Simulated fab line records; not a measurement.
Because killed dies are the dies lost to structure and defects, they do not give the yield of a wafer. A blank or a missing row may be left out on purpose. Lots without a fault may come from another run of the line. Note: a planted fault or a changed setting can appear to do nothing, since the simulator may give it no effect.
8D (eight disciplines) problem report, filled in by code || flow rit-cmos || the parts of the form that need people (team, actions taken, sign-off) are left out

1. THE PROBLEM
Mean NRETRO_TW at RIT_NRETRO_TW_MEAS_10: 974 over 6 wafers in 2 lots; fault-free wafers: 1045, standard deviation 8.5. That puts it -8.4 standard deviations away from the usual mean.
First seen on wafer L421.3, day 4 15:24, on film-metro-01. At this step, 42 wafers from 14 lots have a number in the record. Rule for "out", or "out of limits": more than 4 standard deviations from the usual mean. Any other wafer with a number is counted as sound.

2. WHAT IT IS, WHAT IT ISN'T
{"question": "which readings at this step", "is": "NRETRO_TW", "is not": "-"}
{"question": "which lots", "is": "L421, L425", "is not": "L413, L415, L416, L423, L424, L426, L427, L429, L430, L431, L432, L433"}
{"question": "which wafers of those lots", "is": "all that have a number", "is not": "-"}
{"question": "read on which gauges", "is": "film-metro-01, film-metro-04", "is not": "film-metro-02"}
{"question": "when", "is": "from day 4 15:24", "is not": "up to then (9 sound wafers); but 27 sound wafers of L423, L424, L426, L427, L429, L430, L431, L432, L433 came after"}

3. THE SUSPECTS, EACH WITH WHAT RULES IT OUT
Counting: a tool stays on the suspect list if, at a process step up to the reading, it processed all lots that are out and no sound lot following the first of them.
- the gauge at RIT_NRETRO_TW_MEAS_10 is ruled out. 2 gauges (film-metro-01, film-metro-04) read the wafers that are out.
- implanter-02 at RIT_NRETRO_IMPLANT_08: kept. It ran every lot that is out, first L421 (day 4 15:07), and no sound lot after that; its last sound lot up to then is L416 (day 3 18:04). Its own readings are out on those wafers: dose-ions-cm2, faraday-current-uA.
Remaining after the count: implanter-02 at RIT_NRETRO_IMPLANT_08.

4. THE CAUSE (what the simulator had put in)
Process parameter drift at RIT_NRETRO_IMPLANT_08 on implanter-02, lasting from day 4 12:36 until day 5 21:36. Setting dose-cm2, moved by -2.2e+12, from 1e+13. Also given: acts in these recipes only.
This tool alone remained once counting was done.

5. THE CHAIN OF EFFECTS, in route order
Each row: a reading where the mean over the struck wafers with a number is more than 3 standard deviations away from the usual. Scope: only readings with a usual standard deviation given in the record; hours: median across lots of the time from each lot's start at the first step in this table that gives one to its start at this step; sigmas: change in usual standard deviations.
{"hours": 0, "step": "RIT_NRETRO_IMPLANT_08", "reading": "dose-ions-cm2", "usual": 1e+13, "on struck wafers": 8e+12, "change": -2e+12, "sigmas": "-99 or more"}
{"hours": 0, "step": "RIT_NRETRO_IMPLANT_08", "reading": "faraday-current-uA", "usual": 31.7, "on struck wafers": 24.7, "change": -7.0, "sigmas": -11}
{"hours": 0, "step": "RIT_NRETRO_TW_MEAS_10", "reading": "NRETRO_TW", "usual": 1045, "on struck wafers": 974, "change": -71, "sigmas": -8.4}
Process steps it contains:
- RIT_NRETRO_IMPLANT_08

6. HOW IT WOULD HAVE BEEN CAUGHT EARLIER
In this record the first reading out of limits at a measuring or inspecting step was taken at day 4 15:24, 3 hours after the fault began at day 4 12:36.
At RIT_NRETRO_IMPLANT_08, the tool's own readings (dose-ions-cm2, faraday-current-uA) were out on each struck wafer the step has a row for, so an alarm limit on them would have fired on the first such wafer.
Lots out: 2; of these, L425 started RIT_NRETRO_IMPLANT_08 on implanter-02 after day 4 15:24. It would have been spared by a hold on the tool at that moment.
